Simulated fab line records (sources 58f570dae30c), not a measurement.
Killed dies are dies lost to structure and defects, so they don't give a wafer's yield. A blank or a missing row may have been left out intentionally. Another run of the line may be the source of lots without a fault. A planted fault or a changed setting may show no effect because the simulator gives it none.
fab line records + flow berkeleyCmos170
record
- lots=15
- wafers=45
- lastDay=13
route steps=331 shown NVT@112 PVT@123 GATE@138 NLDD@162
lots untouched by any fault: they come from a run of this same line in which no faults occurred
startH: hours from the record's opening day to when the first of the lot's shown wafers began + waitH: hours from the lot's prior step to this one + " identical to the entry in the row above + L1.1+2: a single row standing in for several wafers + - either no value or no given start + * or withheld: withheld + < > ~ a bound
route shown NAME@n: NAME is a module with steps in the file, n the number in the route of the first one + usual: mean and standard deviation over wafers with no fault + same: alike in all rows + chamber/n: place in a boat + sites: readings site by site + _std_site: standard deviation of those values + _edge_site: the outer-site mean with the inner-site mean subtracted + radiusMm: for every site, how far away it sits from the centre of the wafer + mask NAME#n: copy n + behind: the most recent tool/chamber to have shaped the wafer + hold: why the lot went on hold/how many hours it stayed there/how the hold came to an end + device: the n, p or np transistor that did not switch + end of line: at the end of the route, the tests of the same wafers + a step without rows: its recipe alone + killed: not the wafer's yield, but the dies lost to structure and defects at the first sort + map: the dies of a wafer, with x for killed, . for not killed, _ for no die there
set.NAME: the run value of the setting; set.NAME@STEP: its run value at that earlier step + model.NAME: the simulator's own value behind a step, which no gauge read
the route's steps for a sample of lots (tables are steps, rows are wafers)
services: from which hour (startH, from the record's first day; less than 0 if before it) a tool's chamber was out of use, for how many hours, and why
## steps
# step UCB170_NVT_STRIP_08
# recipe
- chemistry=O2
- powerW=400
- pressureMtorr=3500
- platenTempC=withheld
- o2FlowSccm=400
- overashFraction=0.5
# usual
- drypumpMotorCurrentA=5.6/0.56
- oesProductAu=0.735/0.0044
- stripTimeToEndpointS=21.61/0.07
| lot.wafer | tool           | chamber | startH | waitH | drypumpMotorCurrentA | oesProductAu | rfHoursCounterH | stripTimeToEndpointS |
|-----------|----------------|---------|--------|-------|----------------------|--------------|-----------------|----------------------|
| L222.1    | plasmaAsher-03 | 1       | 152.76 | 0.1   | 6.4                  | 0.730        | 42              | 21.66                |
| L222.3    | "              | 1       | "      | "     | 6.5                  | 0.731        | -               | 21.72                |
| L222.4    | "              | 0       | "      | "     | 5.2                  | 0.734        | -               | 21.68                |
| L225.3    | plasmaAsher-03 | 1       | 173.92 | 0.1   | 6.4                  | 0.735        | -               | 21.64                |
| L225.5    | "              | 1       | "      | "     | 6.4                  | 0.735        | -               | 21.58                |
| L225.6    | "              | 0       | "      | "     | 5.2                  | 0.734        | -               | 21.62                |
| L226.2    | plasmaAsher-04 | 0       | 174.16 | 0.1   | 6.2                  | 0.733        | 7               | 21.72                |
| L226.3    | "              | 0       | "      | "     | 6.2                  | 0.731        | -               | 21.69                |
| L226.5    | "              | 1       | "      | "     | 5.3                  | 0.738        | -               | 21.65                |
| L227.1    | plasmaAsher-02 | 0       | 174.22 | 0.1   | 4.8                  | 0.736        | 33              | 21.70                |
| L227.4    | "              | 0       | "      | "     | 4.8                  | 0.733        | -               | 21.67                |
| L227.5    | "              | 1       | "      | "     | 5.7                  | 0.731        | -               | 21.74                |
| L239.1    | plasmaAsher-04 | 1       | 215.87 | 0.1   | 5.4                  | 0.733        | 12              | 21.46                |
| L239.2    | "              | 0       | "      | "     | 6.2                  | 0.733        | 12              | 21.44                |
| L239.3    | "              | 1       | "      | "     | 5.4                  | 0.726        | -               | 21.40                |
| L238.2    | plasmaAsher-03 | 0       | 216.01 | 0.1   | 5.2                  | 0.733        | 51              | 21.55                |
| L238.3    | "              | 0       | "      | "     | 5.2                  | 0.736        | -               | 21.60                |
| L238.4    | "              | 1       | "      | "     | 6.4                  | 0.734        | -               | 21.61                |
| L235.1    | plasmaAsher-04 | 1       | 216.17 | 0.1   | 5.3                  | 0.744        | 12              | 21.76                |
| L235.2    | "              | 0       | "      | "     | 6.2                  | 0.730        | 12              | 21.68                |
| L235.4    | "              | 0       | "      | "     | 6.2                  | 0.744        | -               | 21.63                |
| L236.3    | plasmaAsher-02 | 0       | 216.41 | 0.1   | 4.8                  | 0.739        | -               | 21.56                |
| L236.4    | "              | 1       | "      | "     | 5.7                  | 0.730        | -               | 21.54                |
| L236.5    | "              | 0       | "      | "     | 4.8                  | 0.732        | -               | 21.57                |
| L237.2    | plasmaAsher-03 | 1       | 216.59 | 0.1   | 6.5                  | 0.742        | 51              | 21.65                |
| L237.3    | "              | 0       | "      | "     | 5.2                  | 0.728        | -               | 21.62                |
| L237.4    | "              | 1       | "      | "     | 6.5                  | 0.729        | -               | 21.65                |
| L240.1    | plasmaAsher-02 | 0       | 225.98 | 0.1   | 4.8                  | 0.732        | 39              | 21.56                |
| L240.4    | "              | 0       | "      | "     | 4.8                  | 0.734        | -               | 21.54                |
| L240.6    | "              | 0       | "      | "     | 4.8                  | 0.739        | -               | 21.58                |
| L241.2    | plasmaAsher-04 | 1       | 226.05 | 0.1   | 5.3                  | 0.739        | 13              | 21.59                |
| L241.4    | "              | 1       | "      | "     | 5.4                  | 0.731        | -               | 21.55                |
| L241.5    | "              | 0       | "      | "     | 6.2                  | 0.727        | -               | 21.60                |
| L242.2    | plasmaAsher-02 | 1       | 242.71 | 0.1   | 5.7                  | 0.740        | 41              | 21.73                |
| L242.4    | "              | 1       | "      | "     | 5.7                  | 0.733        | -               | 21.59                |
| L242.5    | "              | 1       | "      | "     | 5.7                  | 0.735        | -               | 21.58                |
| L243.1    | plasmaAsher-03 | 1       | 243.12 | 0.1   | 6.4                  | 0.734        | 54              | 21.61                |
| L243.2    | "              | 0       | "      | "     | 5.2                  | 0.740        | 54              | 21.60                |
| L243.5    | "              | 0       | "      | "     | 5.2                  | 0.736        | -               | 21.58                |
| L245.3    | plasmaAsher-02 | 1       | 251.73 | 0.1   | 5.7                  | 0.737        | -               | 21.72                |
| L245.4    | "              | 0       | "      | "     | 4.8                  | 0.729        | -               | 21.63                |
| L245.5    | "              | 1       | "      | "     | 5.7                  | 0.736        | -               | 21.62                |
| L244.4    | plasmaAsher-03 | 1       | 251.92 | 0.1   | 6.4                  | 0.726        | -               | 21.66                |
| L244.5    | "              | 1       | "      | "     | 6.4                  | 0.729        | -               | 21.61                |
| L244.6    | "              | 0       | "      | "     | 5.2                  | 0.739        | -               | 21.59                |
# step UCB170_PVT_STRIP_08
# recipe
- chemistry=O2
- powerW=400
- pressureMtorr=3500
- platenTempC=withheld
- o2FlowSccm=400
- overashFraction=0.5
# usual
- drypumpMotorCurrentA=5.4/0.54
- oesProductAu=0.734/0.0049
- stripTimeToEndpointS=21.62/0.065
| lot.wafer | tool           | chamber | startH | waitH | drypumpMotorCurrentA | oesProductAu | rfHoursCounterH | stripTimeToEndpointS |
|-----------|----------------|---------|--------|-------|----------------------|--------------|-----------------|----------------------|
| L222.1    | plasmaAsher-02 | 1       | 156.67 | 0.1   | 5.7                  | 0.729        | 30              | 21.78                |
| L222.3    | "              | 1       | "      | "     | 5.7                  | 0.744        | -               | 21.69                |
| L222.4    | "              | 0       | "      | "     | 4.8                  | 0.739        | -               | 21.70                |
| L225.3    | plasmaAsher-02 | 0       | 177.35 | 0.1   | 4.8                  | 0.734        | -               | 21.50                |
| L225.5    | "              | 0       | "      | "     | 4.8                  | 0.735        | -               | 21.47                |
| L225.6    | "              | 1       | "      | "     | 5.7                  | 0.731        | -               | 21.49                |
| L227.1    | plasmaAsher-03 | 1       | 177.46 | 0.1   | 6.5                  | 0.732        | 46              | 21.62                |
| L227.4    | "              | 1       | "      | "     | 6.4                  | 0.742        | -               | 21.64                |
| L227.5    | "              | 1       | "      | "     | 6.5                  | 0.743        | -               | 21.62                |
| L226.2    | plasmaAsher-02 | 1       | 177.59 | 0.1   | 5.7                  | 0.741        | 33              | 21.58                |
| L226.3    | "              | 1       | "      | "     | 5.7                  | 0.741        | -               | 21.64                |
| L226.5    | "              | 0       | "      | "     | 4.8                  | 0.729        | -               | 21.67                |
| L239.1    | plasmaAsher-03 | 1       | 219.49 | 0.1   | 6.4                  | 0.731        | 51              | 21.67                |
| L239.2    | "              | 0       | "      | "     | 5.3                  | 0.732        | 51              | 21.74                |
| L239.3    | "              | 1       | "      | "     | 6.5                  | 0.728        | -               | 21.64                |
| L236.3    | plasmaAsher-02 | 1       | 219.83 | 0.1   | 5.7                  | 0.737        | -               | 21.57                |
| L236.4    | "              | 0       | "      | "     | 4.8                  | 0.734        | -               | 21.58                |
| L236.5    | "              | 0       | "      | "     | 4.8                  | 0.729        | -               | 21.64                |
| L235.1    | plasmaAsher-01 | 1       | 220.12 | 0.1   | 5.3                  | 0.735        | 49              | 21.55                |
| L235.2    | "              | 0       | "      | "     | 5.0                  | 0.734        | 49              | 21.56                |
| L235.4    | "              | 1       | "      | "     | 5.3                  | 0.730        | -               | 21.61                |
| L238.2    | plasmaAsher-02 | 1       | 220.22 | 0.1   | 5.7                  | 0.737        | 38              | 21.77                |
| L238.3    | "              | 1       | "      | "     | 5.7                  | 0.731        | -               | 21.68                |
| L238.4    | "              | 0       | "      | "     | 4.8                  | 0.729        | -               | 21.63                |
| L237.2    | plasmaAsher-03 | 0       | 220.40 | 0.1   | 5.2                  | 0.728        | 51              | 21.61                |
| L237.3    | "              | 1       | "      | "     | 6.4                  | 0.732        | -               | 21.65                |
| L237.4    | "              | 0       | "      | "     | 5.2                  | 0.735        | -               | 21.66                |
| L240.1    | plasmaAsher-03 | 0       | 227.50 | 0.1   | 5.2                  | 0.734        | 52              | 21.54                |
| L240.4    | "              | 1       | "      | "     | 6.5                  | 0.734        | -               | 21.51                |
| L240.6    | "              | 0       | "      | "     | 5.2                  | 0.734        | -               | 21.50                |
| L241.2    | plasmaAsher-03 | 1       | 228.05 | 0.1   | 6.4                  | 0.734        | 52              | 21.59                |
| L241.4    | "              | 0       | "      | "     | 5.2                  | 0.731        | -               | 21.64                |
| L241.5    | "              | 0       | "      | "     | 5.2                  | 0.736        | -               | 21.61                |
| L242.2    | plasmaAsher-03 | 1       | 244.68 | 0.1   | 6.4                  | 0.736        | 55              | 21.60                |
| L242.4    | "              | 1       | "      | "     | 6.4                  | 0.738        | -               | 21.60                |
| L242.5    | "              | 0       | "      | "     | 5.2                  | 0.734        | -               | 21.61                |
| L243.1    | plasmaAsher-01 | 1       | 244.98 | 0.1   | 5.3                  | 0.729        | 52              | 21.58                |
| L243.2    | "              | 0       | "      | "     | 5.0                  | 0.741        | 52              | 21.61                |
| L243.5    | "              | 0       | "      | "     | 5.0                  | 0.732        | -               | 21.63                |
| L245.3    | plasmaAsher-01 | 1       | 255.00 | 0.1   | 5.3                  | 0.728        | -               | 21.52                |
| L245.4    | "              | 0       | "      | "     | 5.0                  | 0.732        | -               | 21.56                |
| L245.5    | "              | 0       | "      | "     | 5.0                  | 0.740        | -               | 21.65                |
| L244.4    | plasmaAsher-02 | 0       | 255.20 | 0.1   | 4.8                  | 0.726        | -               | 21.68                |
| L244.5    | "              | 1       | "      | "     | 5.7                  | 0.725        | -               | 21.66                |
| L244.6    | "              | 0       | "      | "     | 4.8                  | 0.741        | -               | 21.65                |
# step UCB170_GATE_CD_MEAS_12
# recipe
- targetCdNm=350
# usual
- cdNm=350.5/1.5
| lot.wafer | tool     | chamber | startH | waitH | cdNm  |
|-----------|----------|---------|--------|-------|-------|
| L222.1    | cdSem-01 | -       | 167.37 | -     | 349.0 |
| L222.3    | "        | -       | "      | "     | 349.6 |
| L222.4    | "        | -       | "      | "     | 349.5 |
| L226.2    | cdSem-02 | -       | 190.18 | -     | 350.3 |
| L226.3    | "        | -       | "      | "     | 350.6 |
| L226.5    | "        | -       | "      | "     | 351.2 |
| L225.3    | cdSem-02 | -       | 190.44 | -     | 351.3 |
| L225.5    | "        | -       | "      | "     | 350.8 |
| L225.6    | "        | -       | "      | "     | 350.6 |
| L227.1    | cdSem-02 | -       | 190.64 | -     | 349.2 |
| L227.4    | "        | -       | "      | "     | 351.1 |
| L227.5    | "        | -       | "      | "     | 351.2 |
| L236.3    | cdSem-01 | -       | 235.48 | -     | 352.8 |
| L236.4    | "        | -       | "      | "     | 351.4 |
| L236.5    | "        | -       | "      | "     | 350.4 |
| L235.1    | cdSem-02 | -       | 235.61 | -     | 352.4 |
| L235.2    | "        | -       | "      | "     | 351.6 |
| L235.4    | "        | -       | "      | "     | 353.2 |
| L239.1    | cdSem-01 | -       | 235.64 | -     | 349.4 |
| L239.2    | "        | -       | "      | "     | 350.6 |
| L239.3    | "        | -       | "      | "     | 348.8 |
| L237.2    | cdSem-02 | -       | 235.75 | -     | 349.7 |
| L237.3    | "        | -       | "      | "     | 351.0 |
| L237.4    | "        | -       | "      | "     | 350.5 |
| L238.2    | cdSem-02 | -       | 235.91 | -     | 347.9 |
| L238.3    | "        | -       | "      | "     | 348.3 |
| L238.4    | "        | -       | "      | "     | 348.7 |
| L240.1    | cdSem-02 | -       | 244.44 | -     | 352.4 |
| L240.4    | "        | -       | "      | "     | 351.2 |
| L240.6    | "        | -       | "      | "     | 352.0 |
| L241.2    | cdSem-01 | -       | 244.63 | -     | 349.1 |
| L241.4    | "        | -       | "      | "     | 348.9 |
| L241.5    | "        | -       | "      | "     | 349.9 |
| L243.1    | cdSem-02 | -       | 259.92 | -     | 351.9 |
| L243.2    | "        | -       | "      | "     | 353.0 |
| L243.5    | "        | -       | "      | "     | 351.4 |
| L242.2    | cdSem-02 | -       | 260.06 | -     | 351.8 |
| L242.4    | "        | -       | "      | "     | 352.0 |
| L242.5    | "        | -       | "      | "     | 352.2 |
| L245.3    | cdSem-02 | -       | 271.51 | -     | 348.3 |
| L245.4    | "        | -       | "      | "     | 347.1 |
| L245.5    | "        | -       | "      | "     | 347.9 |
| L244.4    | cdSem-02 | -       | 271.81 | -     | 350.0 |
| L244.5    | "        | -       | "      | "     | 348.9 |
| L244.6    | "        | -       | "      | "     | 350.6 |
# step UCB170_NLDD_PEB_04
# recipe
- pebTempC=130
- pebTimeS=withheld
- resist=KrF
# usual
- chillPlateTempC=23.03/0.1
- exhaustPa=44.7/1
| lot.wafer | tool          | chamber | startH | waitH | chillPlateTempC | exhaustPa |
|-----------|---------------|---------|--------|-------|-----------------|-----------|
| L222.1    | lithoTrack-01 | 0       | 173    | -     | 22.98           | 46.6      |
| L222.3    | "             | 0       | "      | "     | 22.89           | 45.0      |
| L222.4    | "             | 0       | "      | "     | 22.92           | 44.6      |
| L226.2    | lithoTrack-01 | -       | 195.08 | 0.1   | -               | -         |
| L226.3    | "             | -       | "      | "     | -               | -         |
| L226.5    | "             | -       | "      | "     | -               | -         |
| L227.1    | lithoTrack-01 | -       | 195.60 | 0.3   | -               | -         |
| L227.4    | "             | -       | "      | "     | -               | -         |
| L227.5    | "             | -       | "      | "     | -               | -         |
| L225.3    | lithoTrack-02 | -       | 195.61 | 0.4   | -               | -         |
| L225.5    | "             | -       | "      | "     | -               | -         |
| L225.6    | "             | -       | "      | "     | -               | -         |
| L236.3    | lithoTrack-01 | 0       | 240.75 | 0.1   | 22.89           | 45.7      |
| L236.4    | "             | 0       | "      | "     | 22.99           | 45.5      |
| L236.5    | "             | 0       | "      | "     | 22.87           | 44.9      |
| L235.1    | lithoTrack-01 | 0       | 240.97 | 0.3   | 23.07           | 43.9      |
| L235.2    | "             | 0       | "      | "     | 23.02           | 44.4      |
| L235.4    | "             | 0       | "      | "     | 23.00           | 43.3      |
| L239.1    | lithoTrack-02 | 0       | 241.48 | 0.3   | 22.99           | 45.3      |
| L239.2    | "             | 0       | "      | "     | 23.09           | 45.8      |
| L239.3    | "             | 0       | "      | "     | 22.99           | 44.6      |
| L237.2    | lithoTrack-04 | 0       | 241.51 | 0.5   | 23.25           | 44.2      |
| L237.3    | "             | 0       | "      | "     | 23.08           | 44.8      |
| L237.4    | "             | 0       | "      | "     | 22.99           | 44.5      |
| L238.2    | lithoTrack-01 | 0       | 241.72 | 0.4   | 23.20           | 42.9      |
| L238.3    | "             | 0       | "      | "     | 23.11           | 45.3      |
| L238.4    | "             | 0       | "      | "     | 23.06           | 43.6      |
| L240.1    | lithoTrack-04 | 0       | 249    | -     | 23.06           | 44.4      |
| L240.4    | "             | 0       | "      | "     | 22.98           | 43.3      |
| L240.6    | "             | 0       | "      | "     | 23.00           | 44.1      |
| L241.2    | lithoTrack-02 | 0       | 250    | -     | 23.04           | 44.4      |
| L241.4    | "             | 0       | "      | "     | 23.08           | 45.0      |
| L241.5    | "             | 0       | "      | "     | 22.92           | 45.4      |
| L243.1    | lithoTrack-02 | 0       | 263.57 | 0.2   | 22.87           | 43.7      |
| L243.2    | "             | 0       | "      | "     | 22.98           | 42.8      |
| L243.5    | "             | 0       | "      | "     | 22.90           | 44.1      |
| L242.2    | lithoTrack-04 | 0       | 263.85 | 0.1   | 23.12           | 45.7      |
| L242.4    | "             | 0       | "      | "     | 23.24           | 43.7      |
| L242.5    | "             | 0       | "      | "     | 23.12           | 44.5      |
| L245.3    | lithoTrack-04 | 0       | 277.41 | 1.0   | 22.99           | 43.4      |
| L245.4    | "             | 0       | "      | "     | 23.09           | 43.8      |
| L245.5    | "             | 0       | "      | "     | 23.05           | 44.3      |
| L244.4    | lithoTrack-01 | 0       | 277.74 | 0.7   | 23.16           | 44.4      |
| L244.5    | "             | 0       | "      | "     | 22.99           | 43.3      |
| L244.6    | "             | 0       | "      | "     | 22.99           | 44.1      |
## services
| tool           | chamber | startH | hours | kind   |
|----------------|---------|--------|-------|--------|
| plasmaAsher-02 | -       | 134.48 | 11.5  | repair |
| plasmaAsher-04 | -       | 186.58 | 0.7   | repair |
| plasmaAsher-04 | -       | 195.97 | 0.4   | repair |
| plasmaAsher-04 | -       | 228.22 | 4.3   | repair |
| plasmaAsher-03 | -       | 242.39 | 0.5   | repair |
## key
firstSign
- step=UCB170_NLDD_PEB_04
- reading=toolRecord
- direction=missing
effect none on later readings
metAt UCB170_NLDD_PEB_04
struckLots L225,L226,L227
sortLeftOut L225.3,L225.5,L225.6,L226.2,L226.3,L226.5,L227.1,L227.4,L227.5
testerLeftOut L225,L226,L227
notActingAt UCB170_NVT_STRIP_08,UCB170_PVT_STRIP_08,UCB170_GATE_CD_MEAS_12
onsetBetween 173 195.08
fault
- kind=skippedStepWhole
- tool=lithoTrack-01,lithoTrack-02
- chamber=-
- onsetH=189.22
- steps=UCB170_NLDD_PEB_04
- scope=struckLotsOnly
# testerLeftOut: of these lots the tester's yield and bins aren't shown, on N5 and GAA mostly nor the transistor test; their killed dies are dies lost to structure and defects alone, not to doping, threshold or leakage, so they don't give the yield
# sortLeftOut: the simulated sort isn't trusted on such a fault, so these wafers' sort isn't shown, and their yield isn't known
